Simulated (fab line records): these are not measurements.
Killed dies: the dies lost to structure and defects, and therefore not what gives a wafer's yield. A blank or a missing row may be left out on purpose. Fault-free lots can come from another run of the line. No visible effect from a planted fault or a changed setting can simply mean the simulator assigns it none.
fab line records ; flow ritCmos ; part 1 of 2: steps 1 to 34 of 43
[record] lots = 6; wafers = 18; lastDay = 7
route steps=202 shown SDANNEAL@156 PSD@157 NSD@158 PLDD@159 NLDD@160 SILICIDE@161 CONTACT@168 M1@184
lots untouched by any fault: they come from a run of this same line in which no faults occurred
startH: hours from the record's opening day to when the first of the lot's shown wafers began ; waitH: hours from the lot's prior step to this one ; " same as the row above ; L1.1+2: a row that stands for several wafers ; - no value present, or no start provided ; * or withheld: withheld ; < > ~ a bound
route shown NAME@n: NAME is a module with steps in the file, n the number in the route of the first one ; usual: average and standard deviation across the fault-free wafers ; same: alike in all rows ; chamber/n: place in a boat ; sites: per-site readings ; _std_site: standard deviation across them ; _edge_site: outer sites' mean less inner sites' ; radiusMm: for every site, how far away it sits from the centre of the wafer ; mask NAME#n: copy n ; behind: the tool/chamber that last shaped the wafer ; hold: cause of the lot's hold/its duration in hours/its outcome ; device: transistor that didn't switch, given as n, p or np ; end of line: the tests these same wafers got at the end of their route ; a step with no rows: only its recipe ; killed: dies that structure and defects cost at the first sort, which is not the same as the wafer's yield ; map: dies across one wafer; x = killed, . = not, _ = none there
set.NAME: the setting that was run; set.NAME@STEP: the one run at that earlier step ; model.NAME: the simulator's own value behind a step, which no gauge read
a table for each step, a row for each wafer; lots at some steps of the route
services: a tool's chamber out of use, with start hour (startH, from the record's first day; less than 0 if before it), hours out, and reason
[[steps]]
[step RIT_SDANNEAL_RTA_03]
[recipe] tempC = 1050; timeS = 5; idleTempC = 600; rampUpCPerS = 342; rampDownCPerS = 171; coolToC = 600; ambient = N2
[usual] annealTempCMax = 1055.7/2.4; wafer_temp_C_max = 1053.4/1.3
lot.wafer;tool;chamber;startH;waitH;annealTempCMax;wafer_temp_C_max
L749.2;rtpAnneal-02;0;60.39;0.0;1054.3;1055.4
L749.3;rtpAnneal-02;0;60.39;0.0;1053.7;1053.4
L749.6;rtpAnneal-02;0;60.39;0.0;1054.3;1053.2
L757.4;rtpAnneal-02;0;94.67;0.0;1053.9;1052.8
L757.5;rtpAnneal-02;0;94.67;0.0;1053.5;1051.7
L757.6;rtpAnneal-02;0;94.67;0.0;1053.5;1054.7
L759.1;rtpAnneal-02;0;105.91;0.0;1053.1;1052.4
L759.5;rtpAnneal-02;0;105.91;0.0;1052.8;1051.1
L759.6;rtpAnneal-02;0;105.91;0.0;1052.9;1052.2
L767.1;rtpAnneal-02;0;147.91;0.0;1053.2;1055.2
L767.3;rtpAnneal-02;0;147.91;0.0;1053.8;1053.9
L767.4;rtpAnneal-02;0;147.91;0.0;1053.7;1054.4
L770.1;rtpAnneal-01;0;160.11;0.0;1056.4;1052.0
L770.3;rtpAnneal-01;0;160.11;0.0;1057.8;1054.5
L770.4;rtpAnneal-01;0;160.11;0.0;1057.9;1053.8
L771.3;rtpAnneal-02;0;162.99;0.0;1052.7;1055.7
L771.5;rtpAnneal-02;0;162.99;0.0;1053.5;1055.9
L771.6;rtpAnneal-02;0;162.99;0.0;1053.0;1053.0
[step RIT_SDANNEAL_RS_MEAS_04]
[recipe] thkMeasGauge = four-point-probe
[usual] PSD_RS = 115.8/0.34
lot.wafer;tool;chamber;startH;waitH;PSD_RS[ohm/sq]
L749.2;filmMetro-04;-;60.46;0.1;115.3
L749.3;filmMetro-04;-;60.46;0.1;115.2
L749.6;filmMetro-04;-;60.46;0.1;115.2
L757.4;filmMetro-02;-;94.76;0.1;116.1
L757.5;filmMetro-02;-;94.76;0.1;116.4
L757.6;filmMetro-02;-;94.76;0.1;116.2
L759.1;filmMetro-02;-;105.97;0.0;116.3
L759.5;filmMetro-02;-;105.97;0.0;116.0
L759.6;filmMetro-02;-;105.97;0.0;116.0
L767.1;filmMetro-02;-;147.97;0.0;116.0
L767.3;filmMetro-02;-;147.97;0.0;115.8
L767.4;filmMetro-02;-;147.97;0.0;115.7
L770.1;filmMetro-04;-;160.17;0.0;115.1
L770.3;filmMetro-04;-;160.17;0.0;115.5
L770.4;filmMetro-04;-;160.17;0.0;115.2
L771.3;filmMetro-01;-;163.07;0.1;116.0
L771.5;filmMetro-01;-;163.07;0.1;116.0
L771.6;filmMetro-01;-;163.07;0.1;116.3
[step RIT_SDANNEAL_RS_MEAS_05]
[recipe] thkMeasGauge = four-point-probe
[usual] NSD_RS = 84.55/0.3
lot.wafer;tool;chamber;startH;waitH;NSD_RS[ohm/sq]
L749.2;filmMetro-04;-;60.58;0.1;84.54
L749.3;filmMetro-04;-;60.58;0.1;84.48
L749.6;filmMetro-04;-;60.58;0.1;84.44
L757.4;filmMetro-02;-;94.88;0.1;84.77
L757.5;filmMetro-02;-;94.88;0.1;84.77
L757.6;filmMetro-02;-;94.88;0.1;84.64
L759.1;filmMetro-02;-;106.09;0.1;84.44
L759.5;filmMetro-02;-;106.09;0.1;84.66
L759.6;filmMetro-02;-;106.09;0.1;84.46
L767.1;filmMetro-02;-;148.09;0.1;84.64
L767.3;filmMetro-02;-;148.09;0.1;84.56
L767.4;filmMetro-02;-;148.09;0.1;84.51
L770.1;filmMetro-04;-;160.29;0.1;84.73
L770.3;filmMetro-04;-;160.29;0.1;84.50
L770.4;filmMetro-04;-;160.29;0.1;84.88
L771.3;filmMetro-01;-;163.19;0.1;84.65
L771.5;filmMetro-01;-;163.19;0.1;84.68
L771.6;filmMetro-01;-;163.19;0.1;84.11
[step RIT_SDANNEAL_RS_MEAS_06]
[recipe] thkMeasGauge = four-point-probe
[usual] PLDD_RS = 178.5/0.53
lot.wafer;tool;chamber;startH;waitH;PLDD_RS[ohm/sq]
L749.2;filmMetro-04;-;60.70;0.1;177.7
L749.3;filmMetro-04;-;60.70;0.1;177.5
L749.6;filmMetro-04;-;60.70;0.1;177.4
L757.4;filmMetro-02;-;95.00;0.1;178.3
L757.5;filmMetro-02;-;95.00;0.1;178.6
L757.6;filmMetro-02;-;95.00;0.1;178.1
L759.1;filmMetro-02;-;106.21;0.1;179.1
L759.5;filmMetro-02;-;106.21;0.1;179.0
L759.6;filmMetro-02;-;106.21;0.1;179.1
L767.1;filmMetro-02;-;148.21;0.1;178.7
L767.3;filmMetro-02;-;148.21;0.1;179.0
L767.4;filmMetro-02;-;148.21;0.1;178.9
L770.1;filmMetro-04;-;160.41;0.1;177.5
L770.3;filmMetro-04;-;160.41;0.1;178.0
L770.4;filmMetro-04;-;160.41;0.1;177.9
L771.3;filmMetro-01;-;163.31;0.1;178.0
L771.5;filmMetro-01;-;163.31;0.1;178.7
L771.6;filmMetro-01;-;163.31;0.1;178.9
[step RIT_SDANNEAL_RS_MEAS_07]
[recipe] thkMeasGauge = four-point-probe
[usual] NLDD_RS = 151.6/0.57
lot.wafer;tool;chamber;startH;waitH;NLDD_RS[ohm/sq]
L749.2;filmMetro-04;-;60.82;0.1;151.6
L749.3;filmMetro-04;-;60.82;0.1;151.7
L749.6;filmMetro-04;-;60.82;0.1;151.3
L757.4;filmMetro-02;-;95.12;0.1;152.2
L757.5;filmMetro-02;-;95.12;0.1;152.4
L757.6;filmMetro-02;-;95.12;0.1;151.9
L759.1;filmMetro-02;-;106.33;0.1;152.4
L759.5;filmMetro-02;-;106.33;0.1;152.1
L759.6;filmMetro-02;-;106.33;0.1;152.2
L767.1;filmMetro-02;-;148.33;0.1;151.8
L767.3;filmMetro-02;-;148.33;0.1;152.3
L767.4;filmMetro-02;-;148.33;0.1;152.0
L770.1;filmMetro-04;-;160.53;0.1;150.6
L770.3;filmMetro-04;-;160.53;0.1;150.5
L770.4;filmMetro-04;-;160.53;0.1;150.3
L771.3;filmMetro-01;-;163.43;0.1;151.9
L771.5;filmMetro-01;-;163.43;0.1;152.1
L771.6;filmMetro-01;-;163.43;0.1;152.2
[step RIT_SILICIDE_WET_ETCH_00]
[recipe] chemistry = BOE; target = SiO2; targetDepthNm = 14; timeS = 15.33; dry = n2Spin; dilution = 10:1; tempC = 21.5
[step RIT_SILICIDE_SPUTTER_01]
[recipe] material = Ti; targetThkNm = 30; powerW = 350; chamberPressurePa = 0.667; gas = Ar; timeS = 240; substrateTempC = 25
[step RIT_SILICIDE_RS_MEAS_02]
[recipe] thkMeasGauge = four-point-probe; reads = Ti_of_SILICIDE_SPUTTER_01
[usual] SILICIDE_TI_RS = 47.7/0.67
lot.wafer;tool;chamber;startH;waitH;SILICIDE_TI_RS[ohm/sq]
L749.2;filmMetro-02;-;61.10;0.1;48.2
L749.3;filmMetro-02;-;61.10;0.1;48.1
L749.6;filmMetro-02;-;61.10;0.1;48.1
L757.4;filmMetro-04;-;95.40;0.1;47.5
L757.5;filmMetro-04;-;95.40;0.1;47.6
L757.6;filmMetro-04;-;95.40;0.1;49.1
L759.1;filmMetro-03;-;106.61;0.1;47.2
L759.5;filmMetro-03;-;106.61;0.1;47.1
L759.6;filmMetro-03;-;106.61;0.1;47.8
L767.1;filmMetro-03;-;148.61;0.1;48.4
L767.3;filmMetro-03;-;148.61;0.1;48.3
L767.4;filmMetro-03;-;148.61;0.1;49.3
L770.1;filmMetro-03;-;160.81;0.1;48.1
L770.3;filmMetro-03;-;160.81;0.1;47.7
L770.4;filmMetro-03;-;160.81;0.1;46.5
L771.3;filmMetro-03;-;163.72;0.1;48.3
L771.5;filmMetro-03;-;163.72;0.1;47.4
L771.6;filmMetro-03;-;163.72;0.1;48.9
[step RIT_SILICIDE_THK_MEAS_03]
[recipe] thkMeasGauge = xrf; reads = Ti_of_SILICIDE_SPUTTER_01
[usual] SILICIDE_TI_THK = 30.0/0.35
lot.wafer;tool;chamber;startH;waitH;SILICIDE_TI_THK[nm]
L749.2;filmMetro-02;-;61.21;0.1;29.7
L749.3;filmMetro-02;-;61.21;0.1;29.6
L749.6;filmMetro-02;-;61.21;0.1;29.7
L757.4;filmMetro-04;-;95.49;0.1;30.0
L757.5;filmMetro-04;-;95.49;0.1;29.9
L757.6;filmMetro-04;-;95.49;0.1;29.2
L759.1;filmMetro-03;-;106.73;0.1;30.2
L759.5;filmMetro-03;-;106.73;0.1;30.5
L759.6;filmMetro-03;-;106.73;0.1;30.1
L767.1;filmMetro-03;-;148.73;0.1;29.7
L767.3;filmMetro-03;-;148.73;0.1;29.8
L767.4;filmMetro-03;-;148.73;0.1;29.3
L770.1;filmMetro-03;-;160.93;0.1;29.8
L770.3;filmMetro-03;-;160.93;0.1;29.9
L770.4;filmMetro-03;-;160.93;0.1;30.7
L771.3;filmMetro-03;-;163.82;0.1;29.7
L771.5;filmMetro-03;-;163.82;0.1;30.3
L771.6;filmMetro-03;-;163.82;0.1;29.5
[step RIT_SILICIDE_RTA_04]
[recipe] tempC = 650; timeS = 10; idleTempC = 25; rampUpS = 5; rampDownS = 5; coolToC = 25; ambient = N2
[usual] annealTempCMax = 653.7/1.5; wafer_temp_C_max = 652.3/0.51
lot.wafer;tool;chamber;startH;waitH;annealTempCMax;wafer_temp_C_max
L749.2;rtpAnneal-01;0;61.27;0.1;655.3;652.5
L749.3;rtpAnneal-01;0;61.27;0.1;655.1;652.8
L749.6;rtpAnneal-01;0;61.27;0.1;656.0;652.5
L757.4;rtpAnneal-01;0;95.55;0.1;654.9;652.2
L757.5;rtpAnneal-01;0;95.55;0.1;653.7;652.4
L757.6;rtpAnneal-01;0;95.55;0.1;654.8;652.5
L759.1;rtpAnneal-01;0;106.79;0.1;655.5;652.0
L759.5;rtpAnneal-01;0;106.79;0.1;655.5;652.7
L759.6;rtpAnneal-01;0;106.79;0.1;654.5;652.8
L767.1;rtpAnneal-01;0;148.79;0.1;654.8;652.4
L767.3;rtpAnneal-01;0;148.79;0.1;655.6;651.8
L767.4;rtpAnneal-01;0;148.79;0.1;654.0;651.7
L770.1;rtpAnneal-02;0;160.99;0.1;651.9;652.8
L770.3;rtpAnneal-02;0;160.99;0.1;651.6;652.6
L770.4;rtpAnneal-02;0;160.99;0.1;652.2;652.7
L771.3;rtpAnneal-01;0;163.88;0.1;653.4;651.5
L771.5;rtpAnneal-01;0;163.88;0.1;654.4;652.0
L771.6;rtpAnneal-01;0;163.88;0.1;654.9;652.3
[step RIT_SILICIDE_WET_ETCH_05]
[recipe] chemistry = SPM; target = Ti; tempC = 90; timeS = 120; dry = n2Spin
[step RIT_SILICIDE_RTA_06]
[recipe] tempC = 750; timeS = 10; idleTempC = 25; rampUpS = 5; rampDownS = 10; coolToC = 25; ambient = N2
[usual] annealTempCMax = 754.0/1.7; wafer_temp_C_max = 752.5/0.6
lot.wafer;tool;chamber;startH;waitH;annealTempCMax;wafer_temp_C_max
L749.2;rtpAnneal-02;0;61.38;0.0;753.0;752.6
L749.3;rtpAnneal-02;0;61.38;0.0;753.3;752.3
L749.6;rtpAnneal-02;0;61.38;0.0;753.5;752.6
L757.4;rtpAnneal-02;0;95.66;0.0;752.5;752.2
L757.5;rtpAnneal-02;0;95.66;0.0;752.6;752.3
L757.6;rtpAnneal-02;0;95.66;0.0;753.1;752.5
L759.1;rtpAnneal-02;0;106.90;0.0;752.3;752.8
L759.5;rtpAnneal-02;0;106.90;0.0;751.9;753.4
L759.6;rtpAnneal-02;0;106.90;0.0;752.7;752.7
L767.1;rtpAnneal-02;0;148.90;0.0;753.6;752.2
L767.3;rtpAnneal-02;0;148.90;0.0;752.3;751.8
L767.4;rtpAnneal-02;0;148.90;0.0;753.4;751.7
L770.1;rtpAnneal-01;0;161.14;0.0;755.2;751.6
L770.3;rtpAnneal-01;0;161.14;0.0;753.6;752.0
L770.4;rtpAnneal-01;0;161.14;0.0;755.5;752.4
L771.3;rtpAnneal-02;0;164.03;0.0;752.8;752.7
L771.5;rtpAnneal-02;0;164.03;0.0;751.6;751.8
L771.6;rtpAnneal-02;0;164.03;0.0;752.3;752.9
[step RIT_CONTACT_CVD_00]
[recipe] material = SiO2; targetThkNm = 400; precursor = TEOS; tempC = 390; timeS = 61; rfW = 400
[usual] heaterPowerW = 318/48; runLengthS = 88.9/0.58
lot.wafer;tool;chamber;startH;waitH;heaterPowerW;runLengthS;model.SiO2_of_CONTACT_CVD_00.thkNm
L749.2;pecvd-03;0;61.43;0.0;333;88.6;398
L749.3;pecvd-03;1;61.43;0.0;247;88.4;397.8
L749.6;pecvd-03;1;61.43;0.0;270;88.7;401.4
L757.4;pecvd-04;0;95.72;0.0;314;95.4;454.1
L757.5;pecvd-04;1;95.72;0.0;255;89.3;406.4
L757.6;pecvd-04;2;95.72;0.0;331;88.3;413.3
L759.1;pecvd-04;1;106.97;0.1;262;89.3;389.9
L759.5;pecvd-04;2;106.97;0.1;331;88.3;405.1
L759.6;pecvd-04;0;106.97;0.1;306;95.2;441.5
L767.1;pecvd-01;0;148.97;0.1;324;89.1;395.1
L767.3;pecvd-01;1;148.97;0.1;358;89.3;388.4
L767.4;pecvd-01;0;148.97;0.1;233;88.9;403.5
L770.1;pecvd-01;0;161.21;0.1;304;89.2;399.8
L770.3;pecvd-01;2;161.21;0.1;317;88.8;403.4
L770.4;pecvd-01;2;161.21;0.1;329;88.7;410.6
L771.3;pecvd-04;0;164.07;0.0;324;88.4;395.9
L771.5;pecvd-04;0;164.07;0.0;341;87.8;397.8
L771.6;pecvd-04;2;164.07;0.0;293;88.3;398.7
[step RIT_CONTACT_THK_MEAS_01]
[recipe] reads = SiO2_of_CONTACT_CVD_00
[usual] CONTACT_TEOS_THK = 401/5.2
lot.wafer;tool;chamber;startH;waitH;CONTACT_TEOS_THK[nm]
L749.2;filmMetro-03;-;61.50;0.0;398
L749.3;filmMetro-03;-;61.50;0.0;398
L749.6;filmMetro-03;-;61.50;0.0;401
L757.4;filmMetro-01;-;95.77;0.0;454
L757.5;filmMetro-01;-;95.77;0.0;407
L757.6;filmMetro-01;-;95.77;0.0;413
L759.1;filmMetro-01;-;107.02;0.0;390
L759.5;filmMetro-01;-;107.02;0.0;405
L759.6;filmMetro-01;-;107.02;0.0;441
L767.1;filmMetro-01;-;149.02;0.0;395
L767.3;filmMetro-01;-;149.02;0.0;389
L767.4;filmMetro-01;-;149.02;0.0;403
L770.1;filmMetro-03;-;161.26;0.0;400
L770.3;filmMetro-03;-;161.26;0.0;403
L770.4;filmMetro-03;-;161.26;0.0;411
L771.3;filmMetro-03;-;164.14;0.0;396
L771.5;filmMetro-03;-;164.14;0.0;398
L771.6;filmMetro-03;-;164.14;0.0;399
[step RIT_CONTACT_HMDS_02]
[recipe] primeTimeS = 60; primeTempC = 140
[step RIT_CONTACT_COAT_03]
[recipe] resist = NOVOLAK; spinRpm = 3250; resistThkNm = 1000
[step RIT_CONTACT_SOFTBAKE_04]
[recipe] resist = NOVOLAK; tempC = 90; timeS = 60
[step RIT_CONTACT_EXPOSE_05]
[recipe] maskId = M11; na = 0.6; sourceShape = conventional; sigmaOuter = 0.5; targetCdNm = 1000; doseMj = 250
[step RIT_CONTACT_PEB_06]
[recipe] resist = NOVOLAK; tempC = withheld; timeS = withheld
[step RIT_CONTACT_DEVELOP_07]
[recipe] resist = NOVOLAK; developTimeS = 120; devTempC = 22.12
[step RIT_CONTACT_CD_MEAS_08]
[recipe] targetCdNm = 1000
[usual] cdNm = 1000.6/2.3
lot.wafer;tool;chamber;startH;waitH;cdNm
L749.2;cdSem-02;-;62.53;-;1002.2
L749.3;cdSem-02;-;62.53;-;1001.4
L749.6;cdSem-02;-;62.53;-;1000.6
L757.4;cdSem-02;-;96.83;-;1001.8
L757.5;cdSem-02;-;96.83;-;1001.2
L757.6;cdSem-02;-;96.83;-;1002.3
L759.1;cdSem-01;-;108.06;-;1002.6
L759.5;cdSem-01;-;108.06;-;1002.0
L759.6;cdSem-01;-;108.06;-;1001.6
L767.1;cdSem-02;-;150.11;-;999.4
L767.3;cdSem-02;-;150.11;-;996.5
L767.4;cdSem-02;-;150.11;-;997.3
L770.1;cdSem-01;-;162.40;-;998.4
L770.3;cdSem-01;-;162.40;-;1000.0
L770.4;cdSem-01;-;162.40;-;998.6
L771.3;cdSem-01;-;165.39;-;1000.2
L771.5;cdSem-01;-;165.39;-;1001.4
L771.6;cdSem-01;-;165.39;-;1002.7
[step RIT_CONTACT_OVL_MEAS_09]
[usual] CONTACT_OVL = -0.3/1.4
lot.wafer;tool;chamber;startH;waitH;CONTACT_OVL[nm]
L749.2;overlay-01;-;62.64;0.1;-1.4
L749.3;overlay-01;-;62.64;0.1;-1.3
L749.6;overlay-01;-;62.64;0.1;-1.3
L757.4;overlay-01;-;96.91;0.1;-1.6
L757.5;overlay-01;-;96.91;0.1;0.1
L757.6;overlay-01;-;96.91;0.1;0.0
L759.1;overlay-01;-;108.18;0.1;-0.8
L759.5;overlay-01;-;108.18;0.1;-0.5
L759.6;overlay-01;-;108.18;0.1;1.4
L767.1;overlay-01;-;150.23;0.1;-1.6
L767.3;overlay-01;-;150.23;0.1;-3.0
L767.4;overlay-01;-;150.23;0.1;-2.0
L770.1;overlay-01;-;162.52;0.1;-1.3
L770.3;overlay-01;-;162.52;0.1;0.7
L770.4;overlay-01;-;162.52;0.1;-1.8
L771.3;overlay-01;-;165.48;0.1;0.1
L771.5;overlay-01;-;165.48;0.1;1.3
L771.6;overlay-01;-;165.48;0.1;0.6
[step RIT_CONTACT_HARDBAKE_10]
[recipe] resist = NOVOLAK; tempC = 140; timeS = 60
[step RIT_CONTACT_ETCH_11]
[recipe] targetDepthA = 4800; overEtchFrac = 0.2; stopOn = TiSi2; chemistry = CHF3/CF4/Ar; target = SiO2; CHF3_flow_sccm = 50; cf4FlowSccm = 10; Ar_flow_sccm = 100; O2_flow_sccm = 5; pressureMtorr = 100; rfW = 200; timeS = 320
[usual] drypumpMotorCurrentA = 5.5/0.42; oesProductAu = 0.990/0.015; throttleValvePct = 8.86/0.12
[same] overEtchFrac = 0.2
lot.wafer;tool;chamber;startH;waitH;drypumpMotorCurrentA;oesProductAu;rfHoursCounterH;throttleValvePct;model.etch.depthNm;model.CONTACT.featureDepthNm
L749.2;rieDiel-01;3;62.82;0.1;5.4;0.966;78;8.75;398;398
L749.3;rieDiel-01;1;62.82;0.1;5.5;1.009;157;8.76;397.8;397.8
L749.6;rieDiel-01;2;62.82;0.1;5.9;0.981;-;8.78;401.4;401.4
L757.4;rieDiel-02;0;97.08;0.1;5.9;1.009;11;8.77;454.1;454.1
L757.5;rieDiel-02;0;97.08;0.1;6.0;0.988;-;8.76;406.4;406.4
L757.6;rieDiel-02;1;97.08;0.1;4.8;0.977;-;9.03;413.3;413.3
L759.1;rieDiel-01;3;108.36;0.1;5.5;0.974;79;8.73;389.9;389.9
L759.5;rieDiel-01;2;108.36;0.1;5.9;0.981;-;8.80;405.1;405.1
L759.6;rieDiel-01;3;108.36;0.1;5.4;0.982;-;8.77;441.5;441.5
L767.1;rieDiel-02;1;150.42;0.1;4.8;0.976;109;9.03;395.1;395.1
L767.3;rieDiel-02;3;150.42;0.1;5.4;1.002;74;8.88;388.4;388.4
L767.4;rieDiel-02;0;150.42;0.1;6.0;0.992;12;8.77;403.5;403.5
L770.1;rieDiel-02;0;162.71;0.1;6.0;0.990;13;8.77;399.8;399.8
L770.3;rieDiel-02;3;162.71;0.1;5.4;0.986;74;8.87;403.4;403.4
L770.4;rieDiel-02;1;162.71;0.1;4.8;0.986;110;9.03;410.6;410.6
L771.3;rieDiel-01;2;165.65;0.1;5.9;0.977;60;8.79;395.9;395.9
L771.5;rieDiel-01;2;165.65;0.1;5.9;0.977;-;8.79;397.8;397.8
L771.6;rieDiel-01;1;165.65;0.1;5.5;0.988;-;8.80;398.7;398.7
[step RIT_CONTACT_STRIP_12]
[recipe] chemistry = O2; timeS = 180; resist = NOVOLAK; platenTempC = withheld; powerW = 500; pressureMtorr = 4000; o2FlowSccm = 4000
[usual] drypumpMotorCurrentA = 5.8/0.31
lot.wafer;tool;chamber;startH;waitH;drypumpMotorCurrentA;rfHoursCounterH
L749.2;plasmaAsher-04;0;63.01;0.1;6.2;24
L749.3;plasmaAsher-04;0;63.01;0.1;6.2;-
L749.6;plasmaAsher-04;0;63.01;0.1;6.2;-
L757.4;plasmaAsher-04;0;97.33;0.2;6.2;-
L757.5;plasmaAsher-04;1;97.33;0.2;5.5;-
L757.6;plasmaAsher-04;0;97.33;0.2;6.2;-
L759.1;plasmaAsher-03;1;108.56;0.1;5.7;47
L759.5;plasmaAsher-03;1;108.56;0.1;5.6;-
L759.6;plasmaAsher-03;0;108.56;0.1;5.8;-
L767.1;plasmaAsher-04;1;150.61;0.1;5.5;37
L767.3;plasmaAsher-04;0;150.61;0.1;6.2;-
L767.4;plasmaAsher-04;1;150.61;0.1;5.5;-
L770.1;plasmaAsher-04;1;162.90;0.1;5.5;38
L770.3;plasmaAsher-04;1;162.90;0.1;5.5;-
L770.4;plasmaAsher-04;0;162.90;0.1;6.2;-
L771.3;plasmaAsher-03;1;165.91;0.2;5.6;-
L771.5;plasmaAsher-03;0;165.91;0.2;5.9;-
L771.6;plasmaAsher-03;1;165.91;0.2;5.6;-
[step RIT_CONTACT_CD_MEAS_90]
[recipe] targetCdNm = 1000
[usual] cdNm = 1000.5/2.3
lot.wafer;tool;chamber;startH;waitH;cdNm
L749.2;cdSem-02;-;63.21;0.1;1002.1
L749.3;cdSem-02;-;63.21;0.1;1001.7
L749.6;cdSem-02;-;63.21;0.1;1000.3
L757.4;cdSem-01;-;97.51;0.1;1001.7
L757.5;cdSem-01;-;97.51;0.1;1000.9
L757.6;cdSem-01;-;97.51;0.1;1002.4
L759.1;cdSem-01;-;108.73;0.1;1002.8
L759.5;cdSem-01;-;108.73;0.1;1001.9
L759.6;cdSem-01;-;108.73;0.1;1000.8
L767.1;cdSem-01;-;150.79;0.1;999.7
L767.3;cdSem-01;-;150.79;0.1;996.5
L767.4;cdSem-01;-;150.79;0.1;996.7
L770.1;cdSem-02;-;163.08;0.1;998.6
L770.3;cdSem-02;-;163.08;0.1;999.8
L770.4;cdSem-02;-;163.08;0.1;999.3
L771.3;cdSem-02;-;166.06;0.1;1000.4
L771.5;cdSem-02;-;166.06;0.1;1001.6
L771.6;cdSem-02;-;166.06;0.1;1001.8
[step RIT_CONTACT_CLEAN_13]
[recipe] chemistry = SC1; mix = 3:3:50; timeS = 600; tempC = 75
[step RIT_CONTACT_CLEAN_14]
[recipe] chemistry = SC2; mix = 3:3:50; timeS = 600; tempC = 75; dry = n2Spin
[step RIT_M1_SPUTTER_00]
[recipe] material = Al; targetThkNm = 400; powerW = 2000; chamberPressurePa = 0.4; gas = Ar; timeS = 500; substrateTempC = 25
[usual] throttleValvePct = 29.8/0.97
lot.wafer;tool;chamber;startH;waitH;throttleValvePct
L749.2;pvdSputter-02;-;63.66;0.0;28.7
L749.3;pvdSputter-02;-;63.66;0.0;29.4
L749.6;pvdSputter-02;-;63.66;0.0;29.4
L757.4;pvdSputter-02;-;97.92;0.0;29.2
L757.5;pvdSputter-02;-;97.92;0.0;30.1
L757.6;pvdSputter-02;-;97.92;0.0;29.4
L759.1;pvdSputter-02;-;109.22;0.0;29.4
L759.5;pvdSputter-02;-;109.22;0.0;29.3
L759.6;pvdSputter-02;-;109.22;0.0;29.3
L767.1;pvdSputter-02;-;151.27;0.0;28.6
L767.3;pvdSputter-02;-;151.27;0.0;29.9
L767.4;pvdSputter-02;-;151.27;0.0;29.7
L770.1;pvdSputter-01;-;163.55;0.0;28.9
L770.3;pvdSputter-01;-;163.55;0.0;30.9
L770.4;pvdSputter-01;-;163.55;0.0;29.8
L771.3;pvdSputter-02;-;166.70;0.0;29.1
L771.5;pvdSputter-02;-;166.70;0.0;28.4
L771.6;pvdSputter-02;-;166.70;0.0;29.2
[step RIT_M1_RS_MEAS_01]
[recipe] thkMeasGauge = four-point-probe; reads = Al_of_M1_SPUTTER_00
[usual] M1_AL_RS = 0.0735/0.00095
lot.wafer;tool;chamber;startH;waitH;M1_AL_RS[ohm/sq]
L749.2;filmMetro-02;-;63.97;0.2;0.0736
L749.3;filmMetro-02;-;63.97;0.2;0.0733
L749.6;filmMetro-02;-;63.97;0.2;0.0721
L757.4;filmMetro-01;-;98.27;0.2;0.0731
L757.5;filmMetro-01;-;98.27;0.2;0.0741
L757.6;filmMetro-01;-;98.27;0.2;0.0739
L759.1;filmMetro-01;-;109.51;0.1;0.0735
L759.5;filmMetro-01;-;109.51;0.1;0.0734
L759.6;filmMetro-01;-;109.51;0.1;0.0724
L767.1;filmMetro-04;-;151.57;0.1;0.0739
L767.3;filmMetro-04;-;151.57;0.1;0.0718
L767.4;filmMetro-04;-;151.57;0.1;0.0737
L770.1;filmMetro-04;-;163.84;0.1;0.0739
L770.3;filmMetro-04;-;163.84;0.1;0.0726
L770.4;filmMetro-04;-;163.84;0.1;0.0750
L771.3;filmMetro-01;-;167.03;0.2;0.0741
L771.5;filmMetro-01;-;167.03;0.2;0.0741
L771.6;filmMetro-01;-;167.03;0.2;0.0730
[step RIT_M1_THK_MEAS_02]
[recipe] thkMeasGauge = xrf; reads = Al_of_M1_SPUTTER_00
[usual] M1_AL_THK = 389/5.2
lot.wafer;tool;chamber;startH;waitH;M1_AL_THK[nm]
L749.2;filmMetro-02;-;64.08;0.1;390
L749.3;filmMetro-02;-;64.08;0.1;391
L749.6;filmMetro-02;-;64.08;0.1;394
L757.4;filmMetro-01;-;98.36;0.1;391
L757.5;filmMetro-01;-;98.36;0.1;386
L757.6;filmMetro-01;-;98.36;0.1;388
L759.1;filmMetro-01;-;109.63;0.1;388
L759.5;filmMetro-01;-;109.63;0.1;391
L759.6;filmMetro-01;-;109.63;0.1;395
L767.1;filmMetro-04;-;151.69;0.1;382
L767.3;filmMetro-04;-;151.69;0.1;395
L767.4;filmMetro-04;-;151.69;0.1;387
L770.1;filmMetro-04;-;163.96;0.1;386
L770.3;filmMetro-04;-;163.96;0.1;393
L770.4;filmMetro-04;-;163.96;0.1;380
L771.3;filmMetro-01;-;167.13;0.1;386
L771.5;filmMetro-01;-;167.13;0.1;386
L771.6;filmMetro-01;-;167.13;0.1;391
[step RIT_M1_HMDS_03]
[recipe] primeTimeS = 60; primeTempC = 140
[step RIT_M1_COAT_04]
[recipe] resist = NOVOLAK; spinRpm = 2000; resistThkNm = 1283
[step RIT_M1_SOFTBAKE_05]
[recipe] resist = NOVOLAK; tempC = 90; timeS = 60
[[key]]
[firstSign] step = RIT_CONTACT_CVD_00; reading = runLengthS; direction = up; sigmas = 11; usual = *; struck = *
[effect] step = RIT_CONTACT_THK_MEAS_01; reading = CONTACT_TEOS_THK; direction = up; sigmas = 8.8; usual = 401; struck = 448
[modelEffect] step = RIT_CONTACT_CVD_00; value = SiO2_of_CONTACT_CVD_00.thkNm; without = 399.1; struck = 447.8
[modelEffect] step = RIT_CONTACT_ETCH_11; value = etch.depthNm; without = 399.1; struck = 447.8
[modelEffect] step = RIT_M1_METAL_ETCH_12; value = SiO2_of_CONTACT_CVD_00.thkNm; without = 363.6; struck = 412.2
[modelEffect] step = RIT_M1_PROBE_99; value = etest.fieldPMetal.vtV; without = -28.37; struck = -30.73
metAt RIT_CONTACT_CVD_00
struckWafers L757.4,L759.6
sortLeftOut L757.4
testerLeftOut L757,L759
[fault] kind = processParameterDrift; tool = pecvd-04; chamber = 0; onsetH = 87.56; steps = RIT_CONTACT_CVD_00; channel = timeS; offset = *; shape = step; endH = 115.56; stated = *
// testerLeftOut: of these lots the tester's yield and bins aren't shown, on N5 and GAA mostly nor the transistor test; their killed dies are dies lost to structure and defects alone, not to doping, threshold or leakage, so they don't give the yield
// sortLeftOut: the simulated sort isn't trusted on such a fault, so these wafers' sort isn't shown, and their yield isn't known
